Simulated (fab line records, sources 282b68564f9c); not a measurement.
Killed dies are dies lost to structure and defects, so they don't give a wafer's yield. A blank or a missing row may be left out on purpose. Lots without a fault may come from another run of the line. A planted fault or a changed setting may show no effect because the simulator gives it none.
Split-lot experiment | flow rit_cmos | 5 lots, 21 wafers read, on a route of 202 steps

THE SPLIT
At RIT_SPACER_ETCHBACK_05 (etches Si3N4 in SF6/CHF3, stops on SiO2, target depth 250 nm, time 240 s), the setting time_s was moved away from the recipe's 240 s on 12 of the 21 wafers read, by -10.4% to +7.9%. The other wafers ran this setting at the recipe's value.

FROM THE SPLIT TO THE READING: what the file shows between them, 11 steps
- RIT_CONTACT_CVD_00: deposits SiO2 from TEOS, target thk 400 nm, time 61 s (also split here: time_s)
- RIT_CONTACT_THK_MEAS_01
- RIT_M1_SPUTTER_00: material Al, target thk 400 nm, time 500 s (also split here: time_s)
- RIT_M1_RS_MEAS_01: measures by four-point-probe
- RIT_M1_THK_MEAS_02: measures by xrf
- RIT_M1_EXPOSE_06: exposes mask M12, target cd 2600 nm (also split here: dose_mj)
- RIT_M1_PEB_07
- RIT_M1_DEVELOP_08: develop time 68 s
- RIT_M1_CD_MEAS_09: target cd 2600 nm
- RIT_M1_HARDBAKE_11: time 120 s
- RIT_M1_METAL_ETCH_12: etches Al in Cl2/BCl3, stops on SiO2, time 165 s, target depth 600 nm

THE READING
etest.nmos_0p3.r_on_ohm_um (the simulator's own value, which no gauge read), at RIT_M1_PROBE_99. The file gives no usual value for it. The 9 wafers here that ran the recipe average 2254, standard deviation 2e+02.

wafer  | tool, chamber at the split | time_s as run, s | against the recipe | etest.nmos_0p3.r_on_ohm_um | against lot-mates on the recipe
L075.2 | rie_diel-03, 2             | 223.1            | -7.0%              | 2260                       | -157
L075.3 | rie_diel-03, 1             | 223.1            | -7.0%              | 2341                       | -76
L075.5 | rie_diel-03, 2             | 223.1            | -7.0%              | 2322                       | -95
L075.6 | rie_diel-03, 1             | 240              | recipe             | 2417                       | -
L076.1 | rie_diel-02, 1             | 240              | recipe             | 2078                       | -
L076.2 | rie_diel-02, 3             | 259              | +7.9%              | 2133                       | +56
L076.3 | rie_diel-02, 2             | 259              | +7.9%              | 2192                       | +116
L076.4 | rie_diel-02, 0             | 240              | recipe             | 2075                       | -
L076.5 | rie_diel-02, 0             | 259              | +7.9%              | 2236                       | +160
L078.1 | rie_diel-03, 3             | 215.1            | -10.4%             | 2121                       | -113
L078.4 | rie_diel-03, 2             | 215.1            | -10.4%             | 2158                       | -76
L078.5 | rie_diel-03, 3             | 215.1            | -10.4%             | 2122                       | -112
L078.6 | rie_diel-03, 2             | 240              | recipe             | 2234                       | -
L083.2 | rie_diel-01, 2             | 240              | recipe             | 2128                       | -
L083.4 | rie_diel-01, 3             | 240              | recipe             | 2096                       | -
L083.6 | rie_diel-01, 2             | 240              | recipe             | 2110                       | -
L084.1 | rie_diel-02, 2             | 256              | +6.7%              | 2689                       | +113
L084.2 | rie_diel-02, 0             | 240              | recipe             | 2561                       | -
L084.3 | rie_diel-02, 1             | 256              | +6.7%              | 2679                       | +103
L084.4 | rie_diel-02, 3             | 240              | recipe             | 2591                       | -
L084.5 | rie_diel-02, 2             | 256              | +6.7%              | 2706                       | +130

THE FIT
A straight line over all 21 wafers: etest.nmos_0p3.r_on_ohm_um changes by +12.8 for each +1% of time_s; r = +0.37; the points scatter about the line by 2.1e+02.
The same after taking each lot's own level away (the mean of its wafers on the recipe; 21 wafers): +13.2 for each +1%; r = +0.94; scatter 30.
On that fit, the largest move of time_s shifts the reading by 1.4e+02.
The lots' own levels span 2076.5 to 2576.0, that is 2.5 times the standard deviation above.
So the lot-to-lot level blurs the effect unless lot-mates are compared.
Check: with one of the wafers moved furthest among these (-10.4%) left out of the fit, the line predicts -132 for it against its lot-mates. It came out at -113 against them.

OTHER SPLITS ON THESE WAFERS
These wafers also went through other splits before the reading. Each is held against what the fit with the lots' levels taken away leaves over:
other split on the same wafers     | wafers away from the commonest value | r with etest.nmos_0p3.r_on_ohm_um (lot level and that fit taken away)
RIT_REOX_OXIDATION_03 temp_c       | 16                                   | +0.09
RIT_PLDD_COAT_01 resist_thk_nm     | 4                                    | -0.28
RIT_PLDD_DEVELOP_05 develop_time_s | 8                                    | +0.22
RIT_CONTACT_CVD_00 time_s          | 7                                    | +0.14
RIT_M1_SPUTTER_00 time_s           | 6                                    | +0.13
RIT_M1_EXPOSE_06 dose_mj           | 3                                    | +0.09

THE WHOLE CHAIN: every reading that the file lists as answering this split, in the file's order
step                   | what it does                                                             | reading                                                                        | change (the file's fit)               | r (the file's)
RIT_SPACER_ETCHBACK_05 | etches Si3N4 in SF6/CHF3, stops on SiO2, target depth 250 nm, time 240 s | Si3N4_of_SPACER_CVD_03.thk_nm (the simulator's own value, which no gauge read) | -0.594 nm for each +1% of the setting | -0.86
RIT_M1_PROBE_99        |                                                                          | etest.nmos_0p15.r_on_ohm_um (the simulator's own value, which no gauge read)   | +16.8 for each +1% of the setting     | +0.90
RIT_M1_PROBE_99        |                                                                          | etest.nmos_0p3.r_on_ohm_um (the simulator's own value, which no gauge read)    | +13.5 for each +1% of the setting     | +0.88

THE FILE'S OWN FIT
etest.nmos_0p3.r_on_ohm_um changes by +13.5 for each +1% of time_s, r = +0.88.
